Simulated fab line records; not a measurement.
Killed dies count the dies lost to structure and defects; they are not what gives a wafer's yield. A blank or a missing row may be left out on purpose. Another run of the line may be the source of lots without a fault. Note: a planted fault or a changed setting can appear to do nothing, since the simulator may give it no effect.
fab line records ; flow berkeley_cmos170 ; part 1 of 2: steps 1 to 24 of 35
record: lots: 5; wafers: 15; last_day: 12
route steps=331 shown CONTACT@233 M1@238 V1@254
lots that met no fault: from a run of the same line without faults
start_h: hours from the record's first day to the start of the lot's first wafer shown ; wait_h: time in hours since the lot's previous step ; " repeats the value in the row above ; L1.1+2: a single row standing in for several wafers ; - no value, or no start was given ; * or withheld: withheld ; < > ~ a bound
route shown NAME@n: a module of which the file shows steps, and the number in the route of the first ; usual: mean/standard deviation taken from wafers without a fault ; same: alike in all rows ; chamber/n: place in a boat ; sites: each site's reading ; _std_site: standard deviation of those values ; _edge_site: mean of outer sites minus mean of inner sites ; radius_mm: how far each site lies from the wafer's centre ; mask NAME#n: copy n ; behind: the most recent tool/chamber to have shaped the wafer ; hold: cause of the lot's hold/its duration in hours/its outcome ; device: which transistor (n, p or np) failed to switch ; end of line: tests of these same wafers at the route's end ; step lacking rows: just its recipe ; killed: the dies lost at the first sort to structure and to defects; this is not the yield of the wafer ; map: shows each die of a wafer: x if killed, . if not, _ if none is there
set.NAME: the setting as run; set.NAME@STEP: as run at that earlier step ; model.NAME: the simulator's own value behind a step, which no gauge read
lots at some steps of the route; a table a step, a row a wafer
services: a tool's chamber out of use, with start hour (start_h, from the record's first day; less than 0 if before it), hours out, and reason
== steps ==
step: UCB170_CONTACT_ETCH_17
recipe: chemistry: N2/H2; target_depth_a: withheld; overetch_a: withheld; target: BARC; time_s: withheld; source_w: 500; bias_w: 100; pressure_mtorr: 30; n2_flow_sccm: 100; h2_flow_sccm: 200
usual: drypump_motor_current_A: 5.6/0.45; oes_product_au: 1.005/0.013; throttle_valve_pct: 13.28/0.25
lot.wafer;tool;chamber;start_h;wait_h;drypump_motor_current_A;oes_product_au;throttle_valve_pct
L074.1;rie_diel-02;3;170.17;0.0;5.6;1.003;13.23
L074.4;rie_diel-02;0;170.17;0.0;4.9;0.994;13.03
L074.6;rie_diel-02;0;170.17;0.0;4.9;0.999;13.04
L080.1;rie_diel-01;2;218.28;0.0;5.1;0.982;13.45
L080.2;rie_diel-01;0;218.28;0.0;5.7;0.987;12.99
L080.4;rie_diel-01;3;218.28;0.0;4.9;1.019;13.59
L081.2;rie_diel-04;1;219.33;0.0;5.7;0.995;13.15
L081.4;rie_diel-04;0;219.33;0.0;5.4;1.000;12.97
L081.6;rie_diel-04;0;219.33;0.0;5.5;1.009;12.98
L089.2;rie_diel-01;3;240.87;0.0;4.9;1.012;13.59
L089.3;rie_diel-01;0;240.87;0.0;5.7;1.007;13.00
L089.6;rie_diel-01;3;240.87;0.0;4.9;1.026;13.60
L091.1;rie_diel-02;2;260.51;0.0;6.2;1.005;13.21
L091.2;rie_diel-02;1;260.51;0.0;5.7;1.046;13.39
L091.6;rie_diel-02;0;260.51;0.0;4.9;1.011;13.05
step: UCB170_CONTACT_ETCH_18
recipe: chemistry: CHF3/CF4/Ar; target: PSG; stop_on: TiSi2; CHF3_flow_sccm: 45; cf4_flow_sccm: 15; Ar_flow_sccm: 150; pressure_mtorr: 200; rf_w: 700; target_depth_a: 8400; over_etch_frac: 0.2; time_s: 195
usual: drypump_motor_current_A: 5.6/0.45; mfc_ar_sccm: 150.0/0.48; oes_product_au: 0.898/0.0096; throttle_valve_pct: 6.91/0.17
lot.wafer;tool;chamber;start_h;wait_h;drypump_motor_current_A;mfc_ar_sccm;oes_product_au;rf_hours_counter_h;throttle_valve_pct
L074.1;rie_diel-02;3;-;-;5.6;150.6;0.899;19;6.89
L074.4;rie_diel-02;0;-;-;4.9;150.5;0.895;4;6.73
L074.6;rie_diel-02;0;-;-;4.9;149.8;0.892;-;6.71
L080.1;rie_diel-01;2;-;-;5.2;150.3;0.898;24;6.98
L080.2;rie_diel-01;0;-;-;5.7;149.8;0.903;113;6.80
L080.4;rie_diel-01;3;-;-;4.9;149.1;0.898;55;7.11
L081.2;rie_diel-04;1;-;-;5.7;150.1;0.895;22;6.88
L081.4;rie_diel-04;0;-;-;5.4;150.7;0.902;3;6.66
L081.6;rie_diel-04;0;-;-;5.5;150.9;0.907;-;6.68
L089.2;rie_diel-01;3;-;-;4.9;150.4;0.894;56;7.12
L089.3;rie_diel-01;0;-;-;5.7;149.5;0.897;114;6.78
L089.6;rie_diel-01;3;-;-;4.9;150.0;0.885;-;7.12
L091.1;rie_diel-02;2;-;-;6.2;150.7;0.903;27;6.91
L091.2;rie_diel-02;1;-;-;5.8;150.3;0.917;94;6.99
L091.6;rie_diel-02;0;-;-;4.9;149.0;0.892;-;6.73
step: UCB170_CONTACT_STRIP_19
recipe: chemistry: O2; power_w: 400; pressure_mtorr: 3500; platen_temp_c: withheld; o2_flow_sccm: 400; overash_fraction: 0.5
usual: drypump_motor_current_A: 5.8/0.53; oes_product_au: 0.725/0.0049
same: overash_fraction: 0.5
lot.wafer;tool;chamber;start_h;wait_h;drypump_motor_current_A;oes_product_au;rf_hours_counter_h
L074.1;plasma_asher-02;1;170.33;-;5.7;0.717;7
L074.4;plasma_asher-02;1;170.33;-;5.7;0.722;-
L074.6;plasma_asher-02;0;170.33;-;6.5;0.731;-
L080.1;plasma_asher-03;1;218.45;-;5.1;0.722;44
L080.2;plasma_asher-03;0;218.45;-;5.8;0.727;44
L080.4;plasma_asher-03;1;218.45;-;5.1;0.730;-
L081.2;plasma_asher-03;0;219.50;-;5.8;0.726;44
L081.4;plasma_asher-03;1;219.50;-;5.1;0.721;-
L081.6;plasma_asher-03;1;219.50;-;5.1;0.718;-
L089.2;plasma_asher-03;0;241.04;-;5.8;0.726;47
L089.3;plasma_asher-03;1;241.04;-;5.1;0.719;-
L089.6;plasma_asher-03;1;241.04;-;5.1;0.731;-
L091.1;plasma_asher-02;1;260.68;-;5.8;0.719;17
L091.2;plasma_asher-02;0;260.68;-;6.5;0.725;17
L091.6;plasma_asher-02;1;260.68;-;5.7;0.732;-
step: UCB170_CONTACT_CD_MEAS_90
recipe: target_cd_nm: 700
usual: cd_nm: 699.7/1.5
lot.wafer;tool;chamber;start_h;wait_h;cd_nm
L074.1;cd_sem-02;-;170.43;0.1;700.3
L074.4;cd_sem-02;-;170.43;0.1;701.9
L074.6;cd_sem-02;-;170.43;0.1;700.8
L080.1;cd_sem-02;-;218.55;0.1;700.3
L080.2;cd_sem-02;-;218.55;0.1;698.4
L080.4;cd_sem-02;-;218.55;0.1;699.4
L081.2;cd_sem-02;-;219.62;0.1;700.9
L081.4;cd_sem-02;-;219.62;0.1;699.0
L081.6;cd_sem-02;-;219.62;0.1;700.3
L089.2;cd_sem-02;-;241.81;0.7;697.2
L089.3;cd_sem-02;-;241.81;0.7;698.3
L089.6;cd_sem-02;-;241.81;0.7;696.5
L091.1;cd_sem-01;-;260.78;0.1;698.9
L091.2;cd_sem-01;-;260.78;0.1;701.3
L091.6;cd_sem-01;-;260.78;0.1;697.9
step: UCB170_CONTACT_CLEAN_20
recipe: chemistry: SPM; temp_c: 120; time_s: 600
lot.wafer;tool;chamber;start_h;wait_h
L074.1+4+6;wet_bench-02;3;170.55;0.1
L080.1+2+4;wet_bench-02;0;218.67;0.1
L081.2+4+6;wet_bench-04;0;219.74;0.1
L089.2+3+6;wet_bench-03;3;241.91;0.1
L091.1+2+6;wet_bench-03;0;260.90;0.1
step: UCB170_M1_SPUTTER_00
recipe: material: Al; target_thk_nm: 600; time_s: 80; power_w: 6000; chamber_pressure_pa: 0.5
usual: chamber_pressure_pa: 0.5000/0.001; throttle_valve_pct: 29.9/1
lot.wafer;tool;chamber;start_h;wait_h;chamber_pressure_pa;throttle_valve_pct
L074.1;pvd_sputter-01;-;170.73;0.0;0.4989;29.1
L074.4;pvd_sputter-01;-;170.73;0.0;0.5014;29.7
L074.6;pvd_sputter-01;-;170.73;0.0;0.4982;28.4
L080.1;pvd_sputter-02;-;218.84;0.0;0.4990;31.2
L080.2;pvd_sputter-02;-;218.84;0.0;0.4998;31.1
L080.4;pvd_sputter-02;-;218.84;0.0;0.5007;28.7
L081.2;pvd_sputter-01;-;219.91;0.0;0.5012;28.5
L081.4;pvd_sputter-01;-;219.91;0.0;0.5019;28.9
L081.6;pvd_sputter-01;-;219.91;0.0;0.5001;28.3
L089.2;pvd_sputter-03;-;242.11;0.0;0.5000;31.0
L089.3;pvd_sputter-03;-;242.11;0.0;0.5003;30.4
L089.6;pvd_sputter-03;-;242.11;0.0;0.4993;29.4
L091.1;pvd_sputter-03;-;261.07;0.0;0.5010;31.0
L091.2;pvd_sputter-03;-;261.07;0.0;0.4990;29.6
L091.6;pvd_sputter-03;-;261.07;0.0;0.5003;30.4
step: UCB170_M1_RS_MEAS_01
recipe: thk_meas_gauge: four-point-probe; reads: Al_of_M1_SPUTTER_00
usual: M1_AL_RS: 0.0483/0.0005
lot.wafer;tool;chamber;start_h;wait_h;M1_AL_RS[ohm/sq]
L074.1;film_metro-04;-;170.79;0.0;0.0484
L074.4;film_metro-04;-;170.79;0.0;0.0485
L074.6;film_metro-04;-;170.79;0.0;0.0495
L080.1;film_metro-03;-;218.90;0.0;0.0473
L080.2;film_metro-03;-;218.90;0.0;0.0473
L080.4;film_metro-03;-;218.90;0.0;0.0478
L081.2;film_metro-03;-;219.99;0.1;0.0485
L081.4;film_metro-03;-;219.99;0.1;0.0480
L081.6;film_metro-03;-;219.99;0.1;0.0482
L089.2;film_metro-04;-;242.19;0.1;0.0477
L089.3;film_metro-04;-;242.19;0.1;0.0481
L089.6;film_metro-04;-;242.19;0.1;0.0480
L091.1;film_metro-02;-;261.14;0.0;0.0479
L091.2;film_metro-02;-;261.14;0.0;0.0485
L091.6;film_metro-02;-;261.14;0.0;0.0480
step: UCB170_M1_THK_MEAS_02
recipe: thk_meas_gauge: xrf; reads: Al_of_M1_SPUTTER_00
usual: M1_AL_THK: 597/6.9
lot.wafer;tool;chamber;start_h;wait_h;M1_AL_THK[nm]
L074.1;film_metro-04;-;170.91;0.1;593
L074.4;film_metro-04;-;170.91;0.1;592
L074.6;film_metro-04;-;170.91;0.1;581
L080.1;film_metro-03;-;219.02;0.1;614
L080.2;film_metro-03;-;219.02;0.1;615
L080.4;film_metro-03;-;219.02;0.1;603
L081.2;film_metro-03;-;220.10;0.1;598
L081.4;film_metro-03;-;220.10;0.1;600
L081.6;film_metro-03;-;220.10;0.1;601
L089.2;film_metro-04;-;242.30;0.1;605
L089.3;film_metro-04;-;242.30;0.1;598
L089.6;film_metro-04;-;242.30;0.1;602
L091.1;film_metro-02;-;261.26;0.1;602
L091.2;film_metro-02;-;261.26;0.1;596
L091.6;film_metro-02;-;261.26;0.1;601
step: UCB170_M1_COAT_03
recipe: resist: BARC; temp_c: withheld; time_s: withheld; spin_rpm: 3000; resist_thk_nm: withheld
usual: chill_plate_temp_C: *
lot.wafer;tool;chamber;start_h;wait_h;chill_plate_temp_C
L074.1;litho_track-02;0;171.10;0.2;*
L074.4;litho_track-02;0;171.10;0.2;*
L074.6;litho_track-02;0;171.10;0.2;*
L080.1;litho_track-03;0;219.08;0.1;*
L080.2;litho_track-03;0;219.08;0.1;*
L080.4;litho_track-03;0;219.08;0.1;*
L081.2;litho_track-03;0;220.18;0.1;*
L081.4;litho_track-03;0;220.18;0.1;*
L081.6;litho_track-03;0;220.18;0.1;*
L089.2;litho_track-02;0;242.74;0.4;*
L089.3;litho_track-02;0;242.74;0.4;*
L089.6;litho_track-02;0;242.74;0.4;*
L091.1;litho_track-04;0;261.59;0.3;*
L091.2;litho_track-04;0;261.59;0.3;*
L091.6;litho_track-04;0;261.59;0.3;*
step: UCB170_M1_COAT_04
recipe: resist: KrF; spin_rpm: 1500; resist_thk_nm: 900
usual: chill_plate_temp_C: 22.99/0.11
lot.wafer;tool;chamber;start_h;wait_h;chill_plate_temp_C
L074.1;litho_track-02;0;-;-;23.13
L074.4;litho_track-02;0;-;-;22.99
L074.6;litho_track-02;0;-;-;23.02
L080.1;litho_track-03;0;-;-;23.05
L080.2;litho_track-03;0;-;-;23.13
L080.4;litho_track-03;0;-;-;23.06
L081.2;litho_track-03;0;-;-;23.23
L081.4;litho_track-03;0;-;-;23.09
L081.6;litho_track-03;0;-;-;23.17
L089.2;litho_track-02;0;-;-;22.98
L089.3;litho_track-02;0;-;-;22.94
L089.6;litho_track-02;0;-;-;22.96
L091.1;litho_track-04;0;-;-;23.00
L091.2;litho_track-04;0;-;-;23.22
L091.6;litho_track-04;0;-;-;22.95
step: UCB170_M1_SOFTBAKE_05
recipe: resist: KrF; temp_c: 130; time_s: 60
usual: chill_plate_temp_C: 23.02/0.099
lot.wafer;tool;chamber;start_h;wait_h;chill_plate_temp_C
L074.1;litho_track-02;0;-;-;23.06
L074.4;litho_track-02;0;-;-;22.95
L074.6;litho_track-02;0;-;-;22.98
L080.1;litho_track-03;0;-;-;23.10
L080.2;litho_track-03;0;-;-;23.01
L080.4;litho_track-03;0;-;-;22.98
L081.2;litho_track-03;0;-;-;23.06
L081.4;litho_track-03;0;-;-;23.25
L081.6;litho_track-03;0;-;-;23.03
L089.2;litho_track-02;0;-;-;22.95
L089.3;litho_track-02;0;-;-;22.88
L089.6;litho_track-02;0;-;-;22.91
L091.1;litho_track-04;0;-;-;23.10
L091.2;litho_track-04;0;-;-;23.06
L091.6;litho_track-04;0;-;-;23.23
step: UCB170_M1_EXPOSE_06
recipe: mask_id: METAL1; target_cd_nm: 700; na: 0.5; sigma_outer: 0.6; source_shape: conventional; dose_mj: 21
lot.wafer;tool;chamber;start_h;wait_h;mask
L074.1+4+6;krf_scanner-01;0;171.55;-;METAL1#0
L080.1+2+4;krf_scanner-01;0;219.53;-;METAL1#0
L081.2+4+6;krf_scanner-01;0;220.62;-;METAL1#0
L089.2+3+6;krf_scanner-01;0;243.31;-;METAL1#0
L091.1+2+6;krf_scanner-02;0;262.04;-;METAL1#0
step: UCB170_M1_PEB_07
recipe: peb_temp_c: 130; peb_time_s: withheld; resist: KrF
usual: chill_plate_temp_C: 22.98/0.11
lot.wafer;tool;chamber;start_h;wait_h;chill_plate_temp_C
L074.1;litho_track-03;0;172.12;0.5;23.14
L074.4;litho_track-03;0;172.12;0.5;23.20
L074.6;litho_track-03;0;172.12;0.5;23.03
L080.1;litho_track-03;0;219.65;0.1;22.95
L080.2;litho_track-03;0;219.65;0.1;23.00
L080.4;litho_track-03;0;219.65;0.1;23.18
L081.2;litho_track-02;0;220.75;0.1;23.00
L081.4;litho_track-02;0;220.75;0.1;22.89
L081.6;litho_track-02;0;220.75;0.1;22.87
L089.2;litho_track-02;0;243.46;0.1;23.01
L089.3;litho_track-02;0;243.46;0.1;22.97
L089.6;litho_track-02;0;243.46;0.1;23.09
L091.1;litho_track-02;0;262.21;0.2;23.01
L091.2;litho_track-02;0;262.21;0.2;22.83
L091.6;litho_track-02;0;262.21;0.2;22.84
step: UCB170_M1_DEVELOP_08
recipe: developer: TMAH; develop_time_s: 45; resist: KrF; dev_temp_c: 21
usual: chill_plate_temp_C: 22.98/0.11
lot.wafer;tool;chamber;start_h;wait_h;chill_plate_temp_C
L074.1;litho_track-03;0;-;-;22.93
L074.4;litho_track-03;0;-;-;22.94
L074.6;litho_track-03;0;-;-;23.13
L080.1;litho_track-03;0;-;-;22.86
L080.2;litho_track-03;0;-;-;23.03
L080.4;litho_track-03;0;-;-;22.90
L081.2;litho_track-02;0;-;-;23.13
L081.4;litho_track-02;0;-;-;23.06
L081.6;litho_track-02;0;-;-;23.07
L089.2;litho_track-02;0;-;-;22.90
L089.3;litho_track-02;0;-;-;23.04
L089.6;litho_track-02;0;-;-;22.91
L091.1;litho_track-02;0;-;-;22.89
L091.2;litho_track-02;0;-;-;22.72
L091.6;litho_track-02;0;-;-;22.96
step: UCB170_M1_CD_MEAS_09
recipe: target_cd_nm: 700
usual: cd_nm: 700.0/1.4
lot.wafer;tool;chamber;start_h;wait_h;cd_nm
L074.1;cd_sem-01;-;172.39;-;700.0
L074.4;cd_sem-01;-;172.39;-;699.2
L074.6;cd_sem-01;-;172.39;-;698.8
L080.1;cd_sem-02;-;219.92;-;699.2
L080.2;cd_sem-02;-;219.92;-;699.2
L080.4;cd_sem-02;-;219.92;-;699.3
L081.2;cd_sem-02;-;221.02;-;698.8
L081.4;cd_sem-02;-;221.02;-;698.1
L081.6;cd_sem-02;-;221.02;-;699.3
L089.2;cd_sem-01;-;243.73;-;699.5
L089.3;cd_sem-01;-;243.73;-;700.0
L089.6;cd_sem-01;-;243.73;-;699.5
L091.1;cd_sem-02;-;262.49;-;700.9
L091.2;cd_sem-02;-;262.49;-;702.0
L091.6;cd_sem-02;-;262.49;-;700.4
step: UCB170_M1_OVL_MEAS_10
usual: M1_OVL: 0/5.2
lot.wafer;tool;chamber;start_h;wait_h;M1_OVL[nm]
L074.1;overlay-02;-;172.51;0.1;-5
L074.4;overlay-02;-;172.51;0.1;-9
L074.6;overlay-02;-;172.51;0.1;-3
L080.1;overlay-01;-;220.04;0.1;6
L080.2;overlay-01;-;220.04;0.1;-5
L080.4;overlay-01;-;220.04;0.1;-6
L081.2;overlay-02;-;221.12;0.1;1
L081.4;overlay-02;-;221.12;0.1;-2
L081.6;overlay-02;-;221.12;0.1;-3
L089.2;overlay-01;-;243.84;0.1;-1
L089.3;overlay-01;-;243.84;0.1;-1
L089.6;overlay-01;-;243.84;0.1;3
L091.1;overlay-02;-;262.61;0.1;10
L091.2;overlay-02;-;262.61;0.1;-11
L091.6;overlay-02;-;262.61;0.1;-2
step: UCB170_M1_ETCH_11
recipe: chemistry: N2/H2; target_depth_a: withheld; overetch_a: withheld; target: BARC; time_s: withheld; source_w: 500; bias_w: 100; pressure_mtorr: 30; n2_flow_sccm: 100; h2_flow_sccm: 200
usual: drypump_motor_current_A: 5.4/0.35; oes_product_au: 1.010/0.018; throttle_valve_pct: 13.26/0.19
lot.wafer;tool;chamber;start_h;wait_h;drypump_motor_current_A;oes_product_au;throttle_valve_pct
L074.1;rie_diel-02;1;172.55;0.0;5.8;1.033;13.37
L074.4;rie_diel-02;0;172.55;0.0;4.9;0.992;13.02
L074.6;rie_diel-02;3;172.55;0.0;5.6;0.984;13.26
L080.1;rie_diel-03;2;220.08;0.0;5.0;1.031;13.30
L080.2;rie_diel-03;3;220.08;0.0;5.8;0.999;13.05
L080.4;rie_diel-03;1;220.08;0.0;5.7;1.035;13.30
L081.2;rie_diel-01;0;221.15;0.0;5.7;0.999;13.01
L081.4;rie_diel-01;3;221.15;0.0;4.9;1.014;13.58
L081.6;rie_diel-01;0;221.15;0.0;5.7;0.985;13.01
L089.2;rie_diel-01;2;243.87;0.0;5.1;0.989;13.45
L089.3;rie_diel-01;0;243.87;0.0;5.7;1.003;13.01
L089.6;rie_diel-01;2;243.87;0.0;5.1;0.982;13.42
L091.1;rie_diel-03;3;262.64;0.0;5.8;1.002;13.05
L091.2;rie_diel-03;2;262.64;0.0;5.0;1.016;13.31
L091.6;rie_diel-03;1;262.64;0.0;5.7;1.041;13.29
step: UCB170_M1_METAL_ETCH_12
recipe: chemistry: Cl2/BCl3; target: Al; stop_on: PSG; pressure_mtorr: 12; target_depth_a: 7800; over_etch_frac: 0.3; time_s: 130; icp_w: 600; bias_w: 120; Cl2_flow_sccm: 90; bcl3_flow_sccm: 45
usual: drypump_motor_current_A: 5.8/0.33; mfc_cl2_sccm: 90.00/0.28; oes_product_au: 0.842/0.011; throttle_valve_pct: 24.39/0.28
lot.wafer;tool;chamber;start_h;wait_h;drypump_motor_current_A;mfc_cl2_sccm;oes_product_au;rf_hours_counter_h;throttle_valve_pct
L074.1;rie_metal-01;0;172.59;-;5.9;90.13;0.838;2.2;24.63
L074.4;rie_metal-01;0;172.59;-;5.9;90.28;0.827;-;24.63
L074.6;rie_metal-01;0;172.59;-;5.9;90.02;0.826;-;24.63
L080.1;rie_metal-03;0;220.12;-;5.7;89.74;0.864;3.8;24.63
L080.2;rie_metal-03;1;220.12;-;5.8;89.82;0.838;9.7;24.52
L080.4;rie_metal-03;0;220.12;-;5.7;89.80;0.862;-;24.63
L081.2;rie_metal-04;0;221.19;-;5.9;89.89;0.844;6.2;24.38
L081.4;rie_metal-04;1;221.19;-;6.0;90.30;0.855;-;24.16
L081.6;rie_metal-04;0;221.19;-;5.9;89.56;0.852;-;24.39
L089.2;rie_metal-01;1;243.91;-;4.9;90.51;0.852;1.3;23.81
L089.3;rie_metal-01;1;243.91;-;4.9;89.85;0.837;-;23.82
L089.6;rie_metal-01;0;243.91;-;5.9;89.85;0.839;-;24.63
L091.1;rie_metal-01;0;262.68;-;5.9;90.05;0.842;7.2;24.62
L091.2;rie_metal-01;1;262.68;-;4.9;90.29;0.842;2.9;23.82
L091.6;rie_metal-01;0;262.68;-;5.9;90.05;0.837;-;24.64
step: UCB170_M1_STRIP_13
recipe: chemistry: O2; power_w: 400; pressure_mtorr: 3500; platen_temp_c: withheld; o2_flow_sccm: 400; overash_fraction: 0.5
usual: drypump_motor_current_A: 5.8/0.4; oes_product_au: 0.720/0.0047
same: overash_fraction: 0.5
lot.wafer;tool;chamber;start_h;wait_h;drypump_motor_current_A;oes_product_au;rf_hours_counter_h
L074.1;plasma_asher-04;1;172.86;0.2;5.7;0.717;43
L074.4;plasma_asher-04;0;172.86;0.2;5.8;0.716;-
L074.6;plasma_asher-04;0;172.86;0.2;5.8;0.723;-
L080.1;plasma_asher-02;1;220.25;0.1;5.7;0.723;12
L080.2;plasma_asher-02;0;220.25;0.1;6.5;0.723;12
L080.4;plasma_asher-02;0;220.25;0.1;6.5;0.722;-
L081.2;plasma_asher-03;1;221.33;0.1;5.1;0.719;45
L081.4;plasma_asher-03;1;221.33;0.1;5.1;0.716;-
L081.6;plasma_asher-03;1;221.33;0.1;5.1;0.723;-
L089.2;plasma_asher-04;1;244.04;0.1;5.7;0.719;50
L089.3;plasma_asher-04;1;244.04;0.1;5.6;0.709;-
L089.6;plasma_asher-04;1;244.04;0.1;5.6;0.720;-
L091.1;plasma_asher-02;0;262.82;0.1;6.5;0.716;18
L091.2;plasma_asher-02;1;262.82;0.1;5.7;0.717;18
L091.6;plasma_asher-02;1;262.82;0.1;5.7;0.722;-
step: UCB170_M1_CD_MEAS_90
recipe: target_cd_nm: 700
usual: cd_nm: 698.4/2.7
lot.wafer;tool;chamber;start_h;wait_h;cd_nm
L074.1;cd_sem-02;-;172.96;0.1;696.8
L074.4;cd_sem-02;-;172.96;0.1;696.6
L074.6;cd_sem-02;-;172.96;0.1;695.3
L080.1;cd_sem-01;-;220.35;0.1;702.4
L080.2;cd_sem-01;-;220.35;0.1;694.5
L080.4;cd_sem-01;-;220.35;0.1;700.4
L081.2;cd_sem-01;-;221.45;0.1;697.6
L081.4;cd_sem-01;-;221.45;0.1;701.8
L081.6;cd_sem-01;-;221.45;0.1;698.5
L089.2;cd_sem-01;-;244.21;0.1;699.5
L089.3;cd_sem-01;-;244.21;0.1;698.5
L089.6;cd_sem-01;-;244.21;0.1;700.7
L091.1;cd_sem-01;-;262.92;0.1;700.8
L091.2;cd_sem-01;-;262.92;0.1;704.7
L091.6;cd_sem-01;-;262.92;0.1;701.6
step: UCB170_M1_ANNEAL_14
recipe: temp_c: 400; time_s: 1200; ambient: forming_gas
usual: spike_tc_centre_C: 402.9/0.98
lot.wafer;tool;chamber;start_h;wait_h;spike_tc_centre_C
L074.1;furnace-03;0;174.11;1.1;401.8
L074.4;furnace-03;0;174.11;1.1;403.3
L074.6;furnace-03;0;174.11;1.1;404.7
L080.1;furnace-03;0;220.47;0.1;404.2
L080.2;furnace-03;0;220.47;0.1;403.4
L080.4;furnace-03;0;220.47;0.1;402.2
L081.2;furnace-03;0;221.81;0.3;401.7
L081.4;furnace-03;0;221.81;0.3;403.4
L081.6;furnace-03;0;221.81;0.3;402.8
L089.2;furnace-03;0;244.94;0.7;404.4
L089.3;furnace-03;0;244.94;0.7;402.4
L089.6;furnace-03;0;244.94;0.7;401.8
L091.1;furnace-03;0;264.20;1.3;403.8
L091.2;furnace-03;0;264.20;1.3;402.5
L091.6;furnace-03;0;264.20;1.3;404.8
step: UCB170_V1_CVD_00
recipe: material: SiO2; target_thk_nm: 2000; temp_c: 390; precursor: TEOS/O2; time_s: 250; rf_w: 550; pressure_mtorr: 9000
usual: heater_power_w: 260/64
lot.wafer;tool;chamber;start_h;wait_h;heater_power_w;since_wet_clean_h
L074.1;pecvd-02;0;175.45;0.0;228;26
L074.4;pecvd-02;0;175.45;0.0;174;-
L074.6;pecvd-02;2;175.45;0.0;190;-
L080.1;pecvd-03;1;221.81;0.0;174;407
L080.2;pecvd-03;0;221.81;0.0;332;407
L080.4;pecvd-03;2;221.81;0.0;244;-
L081.2;pecvd-02;1;223.14;0.0;297;74
L081.4;pecvd-02;1;223.14;0.0;377;-
L081.6;pecvd-02;2;223.14;0.0;265;-
L089.2;pecvd-02;2;246.59;0.3;274;97
L089.3;pecvd-02;1;246.59;0.3;273;97
L089.6;pecvd-02;0;246.59;0.3;168;-
L091.1;pecvd-01;0;265.53;0.0;205;237
L091.2;pecvd-01;2;265.53;0.0;276;237
L091.6;pecvd-01;1;265.53;0.0;229;-
step: UCB170_V1_THK_MEAS_01
recipe: reads: SiO2_of_V1_CVD_00
usual: V1_TEOS_THK: 1986/25
lot.wafer;tool;chamber;start_h;wait_h;V1_TEOS_THK[nm]
L074.1;film_metro-02;-;175.60;0.1;1991
L074.4;film_metro-02;-;175.60;0.1;2001
L074.6;film_metro-02;-;175.60;0.1;2010
L080.1;film_metro-01;-;221.96;0.1;1980
L080.2;film_metro-01;-;221.96;0.1;1951
L080.4;film_metro-01;-;221.96;0.1;1957
L081.2;film_metro-01;-;223.31;0.1;1952
L081.4;film_metro-01;-;223.31;0.1;1996
L081.6;film_metro-01;-;223.31;0.1;2013
L089.2;film_metro-01;-;246.75;0.1;1966
L089.3;film_metro-01;-;246.75;0.1;1961
L089.6;film_metro-01;-;246.75;0.1;2012
L091.1;film_metro-04;-;265.69;0.1;1951
L091.2;film_metro-04;-;265.69;0.1;1938
L091.6;film_metro-04;-;265.69;0.1;1990
step: UCB170_V1_CMP_02
recipe: material: SiO2; down_force_psi: 6; platen_rpm: 60; pad_velocity_m_s: 0.75398
usual: motor_current_A: 16.3/1.6
lot.wafer;tool;chamber;start_h;wait_h;motor_current_A
L074.4;cmp-02;2;175.76;0.1;17.9
L074.1;cmp-02;3;175.76;0.1;15.1
L074.6;cmp-02;0;175.76;0.1;16.9
L080.2;cmp-02;0;222.02;0.0;17.5
L080.1;cmp-02;1;222.02;0.0;13.5
L080.4;cmp-02;2;222.02;0.0;19.0
L081.4;cmp-01;0;223.46;0.1;15.1
L081.2;cmp-01;1;223.46;0.1;16.5
L081.6;cmp-01;3;223.46;0.1;16.2
L089.2;cmp-02;2;246.80;0.0;17.9
L089.3;cmp-02;1;246.80;0.0;14.3
L089.6;cmp-02;3;246.80;0.0;15.4
L091.1;cmp-02;1;265.75;0.1;13.9
L091.2;cmp-02;3;265.75;0.1;15.5
L091.6;cmp-02;1;265.75;0.1;14.0
